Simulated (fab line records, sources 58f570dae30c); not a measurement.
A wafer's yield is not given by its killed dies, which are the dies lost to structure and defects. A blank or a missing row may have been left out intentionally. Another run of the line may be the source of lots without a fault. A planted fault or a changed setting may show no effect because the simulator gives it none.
What tool caused it? -- flow berkeley_cmos170 -- 15 lots with 45 wafers sampled at 5 steps, on a route of 331 steps

## WHAT THE GAUGES READ, wafer by wafer
UCB170_PWELL_OVL_MEAS_13. Usual: PWELL_OVL typically reads -6 nm, with standard deviation 5.4.
lot,measured,on,PWELL_OVL (nm),flag
L268,day 3 02:30,overlay-02,-4 -6 -2,
L269,day 3 16:50,overlay-01,-13 -13 -10,
L270,day 3 23:59,overlay-02,-4 -6 -15,
L271,day 4 00:16,overlay-02,-6 -11 -5,
L272,day 4 09:56,overlay-01,-5 -8 -2,
L273,day 4 13:30,overlay-01,6 -8 3,
L276,day 4 23:58,overlay-02,6 -5 -2,
L277,day 5 14:43,overlay-02,-5 -4 -1,
L280,day 6 00:59,overlay-01,0 -1 9,
L281,day 6 06:38,overlay-01,-9 -3 -2,
L282,day 6 13:45,overlay-01,0 -7 -6,
L283,day 6 13:39,overlay-02,-9 -1 -3,
L284,day 7 02:54,overlay-02,-5 -11 -11,
L286,day 7 10:01,overlay-01,-13 -6 -11,
L290,day 7 23:52,overlay-01,-10 -6 -11,

UCB170_NVT_TW_MEAS_09. Usual: NVT_TW typically reads 530, with standard deviation 3.7.
lot,measured,on,NVT_TW,flag
L268,day 6 14:31,film_metro-01,530 531 532,
L269,day 6 14:16,film_metro-01,531 529 525,
L270,day 7 06:34,film_metro-01,531 533 529,
L271,day 7 06:49,film_metro-04,528 526 531,
L272,day 7 18:53,film_metro-01,533 533 533,
L273,day 7 18:36,film_metro-04,529 530 532,
L276,day 8 03:04,film_metro-04,526 525 522,
L277,day 8 12:44,film_metro-04,522 524 522,
L280,day 9 09:14,film_metro-04,526 524 523,
L281,day 9 13:41,film_metro-04,549 549 549,OFF
L282,day 10 00:53,film_metro-02,558 554 557,OFF
L283,day 10 00:39,film_metro-01,535 534 532,
L284,day 10 09:46,film_metro-01,534 535 534,
L286,day 10 09:47,film_metro-02,556 558 554,OFF
L290,day 11 14:46,film_metro-02,534 532 532,

UCB170_PLDD_TW_MEAS_11. Usual: PLDD_TW typically reads 1015, with standard deviation 7.4.
lot,measured,on,PLDD_TW,flag
L268,day 7 13:29,film_metro-03,1001 1008 1009,
L269,day 7 13:35,film_metro-03,1001 1005 1010,
L270,day 8 05:05,film_metro-04,1011 1011 1010,
L271,day 8 05:49,film_metro-04,1010 1012 1008,
L272,day 8 20:35,film_metro-04,1012 1012 1006,
L273,day 8 19:46,film_metro-03,1009 1008 1009,
L276,day 9 01:23,film_metro-03,1011 1009 1015,
L277,day 9 08:31,film_metro-03,1011 1009 1009,
L280,day 10 04:58,film_metro-02,1029 1017 1020,
L281,day 10 11:33,film_metro-04,1018 1017 1015,
L282,day 11 01:56,film_metro-03,1008 1008 998,
L283,day 11 01:34,film_metro-02,1027 1020 1027,
L284,day 11 06:32,film_metro-04,1010 1013 1017,
L286,day 11 07:08,film_metro-04,1018 1013 1016,
L290,day 12 17:26,film_metro-04,1020 1017 1009,

## WHAT TOOL EACH LOT RAN ON (gives the tool, then ch and the chambers of the sampled wafers, and finally the start)
lot,UCB170_ZERO_STRIP_07,UCB170_NVT_IMPLANT_07
L268,"plasma_asher-02 ch 0,1, day 1 18:43","implanter-01 ch 0, day 6 14:17"
L269,"plasma_asher-02 ch 0,1, day 2 01:29","implanter-03 ch 0, day 6 14:01"
L270,"plasma_asher-02 ch 0,1, day 2 07:50","implanter-01 ch 0, day 7 06:19"
L271,"plasma_asher-04 ch 0,1, day 2 13:48","implanter-03 ch 0, day 7 06:34"
L272,"plasma_asher-02 ch 0,1, day 2 20:41","implanter-01 ch 0, day 7 18:40"
L273,"plasma_asher-04 ch 0,1, day 3 01:47","implanter-03 ch 0, day 7 18:21"
L276,"plasma_asher-04 ch 0,1, day 3 16:21","implanter-02 ch 0, day 8 02:49"
L277,"plasma_asher-04 ch 0, day 3 22:56","implanter-01 ch 0, day 8 12:31"
L280,"plasma_asher-04 ch 0,1, day 4 07:26","implanter-02 ch 0, day 9 08:59"
L281,"plasma_asher-04 ch 0,1, day 4 14:58","implanter-02 ch 0, day 9 13:26"
L282,"plasma_asher-02 ch 0,1, day 4 23:45","implanter-02 ch 0, day 10 00:40"
L283,"plasma_asher-04 ch 0,1, day 5 00:05","implanter-01 ch 0, day 10 00:26"
L284,"plasma_asher-02 ch 0,1, day 5 10:51","implanter-01 ch 0, day 10 09:31"
L286,"plasma_asher-02 ch 0,1, day 5 19:37","implanter-02 ch 0, day 10 09:32"
L290,"plasma_asher-04 ch 0,1, day 6 09:31","implanter-01 ch 0, day 11 14:32"
- UCB170_ZERO_STRIP_07: strips in O2.
- UCB170_NVT_IMPLANT_07

## AS READ BY THE TOOLS THEMSELVES (means over the sampled wafers that have a number; for cases with no such wafer, the mark the record gives instead)
UCB170_ZERO_STRIP_07. Usual: drypump_motor_current_A 5.6 A, standard deviation 0.61; oes_product_au 0.727 a.u., standard deviation 0.0044; strip_time_to_endpoint_s 21.50 s, standard deviation 0.057.
lot,tool,drypump_motor_current_A (A),oes_product_au (a.u.),strip_time_to_endpoint_s (s),flag
L268,plasma_asher-02,5.2,0.728,21.42,
L269,plasma_asher-02,5.7,0.729,21.55,
L270,plasma_asher-02,5.7,0.727,21.48,
L271,plasma_asher-04,5.7,0.725,21.47,
L272,plasma_asher-02,5.2,0.729,21.48,
L273,plasma_asher-04,5.5,0.727,21.63,
L276,plasma_asher-04,5.5,0.726,21.42,
L277,plasma_asher-04,6.0,0.723,21.57,
L280,plasma_asher-04,5.5,0.725,21.50,
L281,plasma_asher-04,5.8,0.727,21.52,
L282,plasma_asher-02,5.7,0.727,21.54,
L283,plasma_asher-04,5.5,0.723,21.49,
L284,plasma_asher-02,5.2,0.724,21.52,
L286,plasma_asher-02,5.8,0.729,21.55,
L290,plasma_asher-04,5.8,0.725,21.50,

UCB170_NVT_IMPLANT_07. Usual: dose_ions_cm2 3e+12, standard deviation 3.7e+09; faraday_current_uA 9.52, standard deviation 0.17.
lot,tool,dose_ions_cm2,faraday_current_uA,flag
L268,implanter-01,3e+12,9.55,
L269,implanter-03,3e+12,9.52,
L270,implanter-01,3e+12,9.42,
L271,implanter-03,3e+12,9.66,
L272,implanter-01,3e+12,9.43,
L273,implanter-03,3e+12,9.48,
L276,implanter-02,3e+12,9.52,
L277,implanter-01,3e+12,9.44,
L280,implanter-02,3e+12,9.54,
L281,implanter-02,3e+12,10.95,OFF
L282,implanter-02,3e+12,10.96,OFF
L283,implanter-01,3e+12,9.60,
L284,implanter-01,3e+12,9.54,
L286,implanter-02,3e+12,11.24,OFF
L290,implanter-01,3e+12,9.58,

## THE ANSWER, worked out from the rows above alone
Rule: take the mean of a lot's wafers that have a number; if it is more than 3 standard deviations from the usual mean, the lot is off. A lot without any number at a reading at which 4 lots or more have one is off too. Where the step has rows for the other lots, those lots are counted as sound. After the gauges, taken in route order, come the tools' own readings; for these a lot's mean is taken, as printed above. The first step at which some lot is off is used, and at that step the reading that is off furthest; a lot without a number counts as furthest.
Off: L281, L282, L286, seen at UCB170_NVT_TW_MEAS_09 (NVT_TW).
A tool fits if, at a process step before that reading, it ran every lot that is off, and no sound lot after the first of them. Not tried: the gauges at UCB170_NVT_TW_MEAS_09; whatever is off there is also off at UCB170_NVT_IMPLANT_07, on other tools, and gauge error can't account for it. One candidate fits, namely implanter-02 at UCB170_NVT_IMPLANT_07. Its last sound lot is L280 (day 9 08:59), its first lot that is off L281 (day 9 13:26): a fault that began between those two fits.
On the lots that are off, the tool's own readings at UCB170_NVT_IMPLANT_07 differ by more than 5 times the standard deviation of the sound lots' means, which bears it out; faraday_current_uA reads 11.05 there versus 9.52 on the sound lots.

## WHAT WAS PUT IN BY THE SIMULATOR
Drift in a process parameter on implanter-02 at UCB170_NVT_IMPLANT_07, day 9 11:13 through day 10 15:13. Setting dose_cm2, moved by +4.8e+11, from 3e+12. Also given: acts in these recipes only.
Lots struck among those shown: L281, L282, L286. The rule above reached the same finding.
